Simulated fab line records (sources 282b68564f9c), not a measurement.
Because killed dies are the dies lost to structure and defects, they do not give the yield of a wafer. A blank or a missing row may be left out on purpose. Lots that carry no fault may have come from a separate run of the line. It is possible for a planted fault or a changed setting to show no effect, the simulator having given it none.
A struck lot beside a sound one || flow ritCmos || 43 steps out of a route of 202
Sound: wafers L361.1, L361.5, L361.6. Struck: wafer L371.3 (left out: L371.2, L371.4 of the same lot, which were not struck); the cause appears at the end.
At each step with rows: each side's tool, then ch and its chambers, then its first start. Under that, the readings that differ: sound wafers || struck wafers || difference of the means || sigmas: that difference in standard deviations of wafers without a fault.
alike: a reading whose means differ by less than 2 such deviations, as well as words and numbers matching on both sides. not compared: withheld readings; readings where some wafer has no value; bounds like >300 that might hide an equal value; numbers whose values overlap and for which the record gives no deviation.
A row with sigmas, a row that says differs or no value, or rows on one side alone: a step with any of these is where the two part. Numbers that don't overlap but have no deviation are shown without sigmas and don't part them. A reading that every wafer of one side lacks parts them only if that side has two wafers or more.

first, 2 steps without rows for these wafers: RIT_REOX_CLEAN_02 (cleans in SC2, time 600 s); RIT_REOX_OXIDATION_03 (target thk 25.2 nm, ox time 5580 s).
RIT_REOX_THK_MEAS_04:
  sound: filmMetro-01 at day 3 04:22; struck: filmMetro-03 at day 5 03:50
  alike: REOX_OXIDE_THK
then, 2 steps without rows for these wafers: RIT_NLDD_HMDS_00 (prime time 60 s); RIT_NLDD_COAT_01 (resist thk 1000 nm).
RIT_NLDD_SOFTBAKE_02: time 62.18 s.
  sound on lithoTrack-03 ch 0, day 3 04:43; struck on lithoTrack-01 ch 0, day 5 04:13
{"reading": "plateSensorTCentreC (C)", "sound": "90.979 90.968 90.984", "struck": 90.949, "difference": -0.028, "sigmas": -3}
  alike: plateSensorTEdgeC, resistLineTempC
then, 3 steps without rows for these wafers: RIT_NLDD_EXPOSE_03 (exposes mask M7, target cd 40700 nm); RIT_NLDD_PEB_04; RIT_NLDD_DEVELOP_05 (develop time 50 s).
RIT_NLDD_OVL_MEAS_06:
  sound: overlay-01 at day 3 05:16; struck: overlay-01 at day 5 04:52
  alike: NLDD_OVL
then, 2 steps without rows for these wafers: RIT_NLDD_HARDBAKE_07 (time 60 s); RIT_NLDD_IMPLANT_08.
RIT_NLDD_STRIP_09: strips in O2, time 180 s.
  sound on plasmaAsher-02 ch 0,1, day 3 05:37; struck on plasmaAsher-04 ch 0, day 5 05:12
  alike: drypumpMotorCurrentA
  not compared: rfHoursCounterH
RIT_NLDD_TW_MEAS_10:
  sound: filmMetro-03 at day 3 05:47; struck: filmMetro-01 at day 5 05:23
  alike: NLDD_TW
then, 6 steps without rows for these wafers: RIT_PLDD_HMDS_00 (prime time 60 s); RIT_PLDD_COAT_01 (resist thk 1000 nm); RIT_PLDD_SOFTBAKE_02 (time 60 s); RIT_PLDD_EXPOSE_03 (exposes mask M8, target cd 40900 nm); RIT_PLDD_PEB_04; RIT_PLDD_DEVELOP_05 (develop time 50 s).
RIT_PLDD_OVL_MEAS_06:
  sound: overlay-02 at day 3 06:41; struck: overlay-02 at day 5 06:25
  alike: PLDD_OVL
then, 2 steps without rows for these wafers: RIT_PLDD_HARDBAKE_07 (time 60 s); RIT_PLDD_IMPLANT_08.
RIT_PLDD_STRIP_09: strips in O2, time 180 s.
  sound on plasmaAsher-02 ch 0,1, day 3 07:02; struck on plasmaAsher-01 ch 0, day 5 06:45
{"reading": "drypumpMotorCurrentA (A)", "sound": "5.9 5.9 5.8", "struck": 4.7, "difference": -1.2, "sigmas": -3}
  not compared: rfHoursCounterH
RIT_PLDD_TW_MEAS_10:
  sound: filmMetro-01 at day 3 07:12; struck: filmMetro-04 at day 5 06:56
  alike: PLDD_TW
then, 4 steps without rows for these wafers: RIT_SPACER_CLEAN_00 (cleans in SC1, time 600 s); RIT_SPACER_CLEAN_01 (cleans in dHF, time 30 s); RIT_SPACER_CLEAN_02 (cleans in SC2, time 600 s); RIT_SPACER_CVD_03 (deposits Si3N4 from SiH2Cl2/NH3, target thk 250 nm, time 3300 s).
RIT_SPACER_THK_MEAS_04:
  sound: filmMetro-02 at day 3 09:33; struck: filmMetro-02 at day 5 09:21
  alike: SPACER_NITRIDE_THK
RIT_SPACER_ETCHBACK_05: etches Si3N4 in SF6/CHF3, stops on SiO2, target depth 250 nm, time 240 s.
  sound on rieDiel-02 ch 2,3, day 3 09:37; struck on rieDiel-01 ch 3, day 5 09:24
  alike: drypumpMotorCurrentA, oesProductAu, throttleValvePct
  not compared: rfHoursCounterH
then, 6 steps without rows for these wafers: RIT_NSD_HMDS_00 (prime time 60 s); RIT_NSD_COAT_01 (resist thk 1000 nm); RIT_NSD_SOFTBAKE_02 (time 60 s); RIT_NSD_EXPOSE_03 (exposes mask M9, target cd 40700 nm); RIT_NSD_PEB_04; RIT_NSD_DEVELOP_05 (develop time 50 s).
RIT_NSD_OVL_MEAS_06:
  sound: overlay-02 at day 3 10:44; struck: overlay-01 at day 5 10:32
  alike: NSD_OVL
then, 2 steps without rows for these wafers: RIT_NSD_HARDBAKE_07 (time 60 s); RIT_NSD_IMPLANT_08.
RIT_NSD_STRIP_09: strips in O2, time 180 s.
  sound on plasmaAsher-04 ch 0,1, day 3 11:04; struck on plasmaAsher-03 ch 0, day 5 10:52
  alike: drypumpMotorCurrentA
  not compared: rfHoursCounterH
RIT_NSD_TW_MEAS_10:
  sound: filmMetro-01 at day 3 11:14; struck: filmMetro-01 at day 5 11:02
  alike: NSD_TW
RIT_M1_PROBE_99:
  sound: prober-02 at day 3 22:09; struck: prober-01 at day 5 20:36
{"reading": "killedAtFrontEnd", "sound": "3 3 4", "struck": 34, "difference": "+31", "sigmas": "+10"}
{"reading": "killedDies", "sound": "3 3 4", "struck": 34, "difference": "+31", "sigmas": "+10"}
{"reading": "killedOnRim", "sound": "1 1 1", "struck": 11, "difference": "+10", "sigmas": "+7"}
{"reading": "killedShort", "sound": "2 2 1", "struck": 7, "difference": "+5", "sigmas": "+3"}
  alike: killed_at_M0_to_M3, killedAtContacts, killedOpen

== WHERE THEY PART ==
First at RIT_NLDD_SOFTBAKE_02; last, within this record, at RIT_M1_PROBE_99.

WHY: whatever the simulator had introduced
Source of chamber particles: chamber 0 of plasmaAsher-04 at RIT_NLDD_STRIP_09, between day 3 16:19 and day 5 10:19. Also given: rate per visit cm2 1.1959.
